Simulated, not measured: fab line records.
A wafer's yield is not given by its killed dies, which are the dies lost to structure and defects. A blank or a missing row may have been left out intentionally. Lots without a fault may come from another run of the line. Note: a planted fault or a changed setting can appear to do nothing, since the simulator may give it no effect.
Code-filled problem report in 8D (eight disciplines) form ; flow berkeleyCmos170 ; the parts of the form that need people (team, actions taken, sign-off) are left out

## 1. THE PROBLEM
Wafers without a fault read 1100 C, standard deviation 0.093; tubeCenterTempC at UCB170_WELLDRIVE_ANNEAL_03 reads a mean of 1120 C on 6 wafers belonging to 2 lots. That is +99 or more standard deviations from the usual mean.
The step: time 900 s.
Seen first at day 6 11:42 on furnace-04, wafer L169.1. At this step, 18 wafers from 6 lots have a number in the record. The rule behind "out" and "out of limits": a value lying over 4 standard deviations away from the usual mean. The rest of the wafers with a number are treated as sound.

## 2. WHAT IT IS AND WHAT IT IS NOT
question;is;is not
which readings at this step;tubeCenterTempC, spikeTcCentreC, spikeTcLoadC, spikeTcSourceC, tube_center_temp_C_max;-
which lots;L169, L170;L161, L168, L178, L181
which wafers of those lots;all that have a number;-
read on which tools;furnace-04;furnace-01, furnace-02
when;from day 6 11:42;"up to then (6 sound wafers); but 6 sound wafers of L178, L181 came after"

## 3. SUSPECTS, AND WHAT RULES EACH OUT
Counting: any tool at a process step up to the reading is kept as a suspect provided that every lot that is out went through it and no sound lot did after the first of them.
- furnace-04 at UCB170_WELLDRIVE_ANNEAL_03 (time 900 s): kept. All lots that are out passed through it, beginning with L169 at day 6 11:42, and no sound lot followed; its final sound lot before that point was L168 at day 6 03:02. On those wafers its own readings are out: spikeTcCentreC, spikeTcLoadC, spikeTcSourceC, tubeCenterTempC, tube_center_temp_C_max.
Remaining after the count: furnace-04 at UCB170_WELLDRIVE_ANNEAL_03.

## 4. THE CAUSE (what the simulator had put in)
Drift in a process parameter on furnace-04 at UCB170_WELLDRIVE_ANNEAL_03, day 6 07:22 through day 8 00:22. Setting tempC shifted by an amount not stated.
Only this tool survived the counting.

## 5. THE EFFECT CHAIN, in route order
Each row: a reading where the mean over the struck wafers with a number is more than 3 standard deviations away from the usual. Only readings for which the record gives a usual standard deviation are gone through. hours: the time from each lot's start at the first step in this table that gives one to its start at this step, as a median over the lots. sigmas: the change in usual standard deviations.
hours;step;reading;usual;on struck wafers;change;sigmas
0;UCB170_WELLDRIVE_ANNEAL_03;spikeTcCentreC;1103.1 C;1121.8;+18.7;+13
0;UCB170_WELLDRIVE_ANNEAL_03;spikeTcLoadC;1131 C;1147;+16;+4.9
0;UCB170_WELLDRIVE_ANNEAL_03;spikeTcSourceC;1127.6 C;1146.5;+18.9;+7.3
0;UCB170_WELLDRIVE_ANNEAL_03;tubeCenterTempC;1100 C;1120;+20;+99 or more
0;UCB170_WELLDRIVE_ANNEAL_03;tube_center_temp_C_max;1102.8;1122.7;+19.9;+42
It contains these process steps:
- UCB170_WELLDRIVE_ANNEAL_03: time 900 s.

## 6. HOW IT WOULD HAVE BEEN CAUGHT EARLIER
4 hours passed between the start of the fault at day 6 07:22 and the first reading out of limits in this record, taken at day 6 11:42.
